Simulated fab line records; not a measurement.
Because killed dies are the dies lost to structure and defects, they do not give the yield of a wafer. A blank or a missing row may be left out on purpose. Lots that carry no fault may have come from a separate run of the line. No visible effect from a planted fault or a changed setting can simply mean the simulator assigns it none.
Split-lot trial | flow berkeley-cmos170 | 23 wafers read across 5 lots, on a route 331 steps long

SPLIT DETAILS
At UCB170_M3_PEB_13, the setting peb-temp-c was moved away from the recipe's 130 C on 8 of the 23 wafers read, by -2.8% to -1.0%. The other wafers ran this setting at the recipe's value.

FROM THE SPLIT TO THE READING: what the file shows between them, 5 steps
- UCB170_M3_DEVELOP_14: develop time 45 s
- UCB170_M3_CD_MEAS_15: target cd 700 nm
- UCB170_M3_ETCH_17: etches BARC in N2/H2
- UCB170_M3_METAL_ETCH_18: etches Al in Cl2/BCl3, stops on SiO2, target depth 1170 nm, time 195 s (also split here: time-s)
- UCB170_M3_STRIP_19: strips in O2

THE READING
cd-nm, in nm, at UCB170_M3_CD_MEAS_90 (target cd 700 nm). Typical for fault-free wafers on this fab line: 699 nm, with standard deviation 3.7 nm.

wafer  | tool, chamber at the split | peb-temp-c as run, C | against the recipe | cd-nm, nm | against lot-mates on the recipe
L075.2 | litho-track-02, 0          | 130                  | recipe             | 698       | -
L075.3 | litho-track-02, 0          | 128.7                | -1.0%              | 709       | +8
L075.4 | litho-track-02, 0          | 128.7                | -1.0%              | 714       | +13
L075.5 | litho-track-02, 0          | 130                  | recipe             | 698       | -
L075.6 | litho-track-02, 0          | 130                  | recipe             | 707       | -
L078.1 | litho-track-03, 0          | 126.4                | -2.8%              | 726       | +28
L078.2 | litho-track-03, 0          | 130                  | recipe             | 702       | -
L078.4 | litho-track-03, 0          | 126.4                | -2.8%              | 725       | +26
L078.5 | litho-track-03, 0          | 130                  | recipe             | 695       | -
L078.6 | litho-track-03, 0          | 126.4                | -2.8%              | 732       | +34
L079.1 | litho-track-04, 0          | 130                  | recipe             | 692       | -
L079.3 | litho-track-04, 0          | 130                  | recipe             | 695       | -
L079.4 | litho-track-04, 0          | 130                  | recipe             | 696       | -
L079.5 | litho-track-04, 0          | 130                  | recipe             | 694       | -
L079.6 | litho-track-04, 0          | 130                  | recipe             | 697       | -
L080.2 | litho-track-04, 0          | 130                  | recipe             | 704       | -
L080.4 | litho-track-04, 0          | 130                  | recipe             | 705       | -
L080.6 | litho-track-04, 0          | 130                  | recipe             | 703       | -
L085.2 | litho-track-04, 0          | 130                  | recipe             | 700       | -
L085.3 | litho-track-04, 0          | 127.8                | -1.7%              | 721       | +22
L085.4 | litho-track-04, 0          | 127.8                | -1.7%              | 710       | +10
L085.5 | litho-track-04, 0          | 127.8                | -1.7%              | 720       | +20
L085.6 | litho-track-04, 0          | 130                  | recipe             | 699       | -

THE FIT
A straight line over all 23 wafers: cd-nm changes by -10.5 nm for each +1% of peb-temp-c; r = -0.93; the points scatter about the line by 4.3 nm.
The same after taking each lot's own level away (the mean of its wafers on the recipe; 23 wafers): -10.5 nm for each +1%; r = -0.96; scatter 3.2 nm.
Per that fit: largest peb-temp-c move, reading shift of 29 nm.
The span of the lots' own levels, 694.8 to 704.0 nm, comes to 2.5 times the standard deviation stated above.
So the lot-to-lot level changes the slope little: the two slopes agree.
Check: for one of the wafers moved furthest among these (-2.8%), held out of the fit, the line's prediction against its lot-mates is +29.5 nm. It came out at +27.5 nm against them.

ADDITIONAL SPLITS CARRIED BY THESE WAFERS
Other splits were also applied to these wafers ahead of the reading. Each is held against what the fit with the lots' levels taken away leaves over:
other split on the same wafers   | wafers away from the commonest value | r with cd-nm (lot level and that fit taken away)
UCB170_CONTACT_PEB_13 peb-temp-c | 7                                    | +0.19
UCB170_V2_PEB_10 peb-temp-c      | 7                                    | +0.12
UCB170_V2_ETCH_14 rf-w           | 8                                    | +0.01
UCB170_M3_METAL_ETCH_18 time-s   | 2                                    | -0.44

THE WHOLE CHAIN: every reading that the file lists as answering this split, in the file's order
step                    | what it does                                                           | reading                                                   | change (the file's fit)              | r (the file's)
UCB170_M3_CD_MEAS_15    | target cd 700 nm                                                       | cd-nm                                                     | -9.77 nm for each +1% of the setting | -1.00
UCB170_M3_ETCH_17       | etches BARC in N2/H2                                                   | M3.cd-nm (the simulator's own value, which no gauge read) | -9.82 nm for each +1% of the setting | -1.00
UCB170_M3_METAL_ETCH_18 | etches Al in Cl2/BCl3, stops on SiO2, target depth 1170 nm, time 195 s | M3.cd-nm (the simulator's own value, which no gauge read) | -10.5 nm for each +1% of the setting | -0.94
UCB170_M3_CD_MEAS_90    | target cd 700 nm                                                       | cd-nm                                                     | -10.6 nm for each +1% of the setting | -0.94

THE FILE'S OWN FIT
cd-nm changes by -10.6 nm for each +1% of peb-temp-c, r = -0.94.
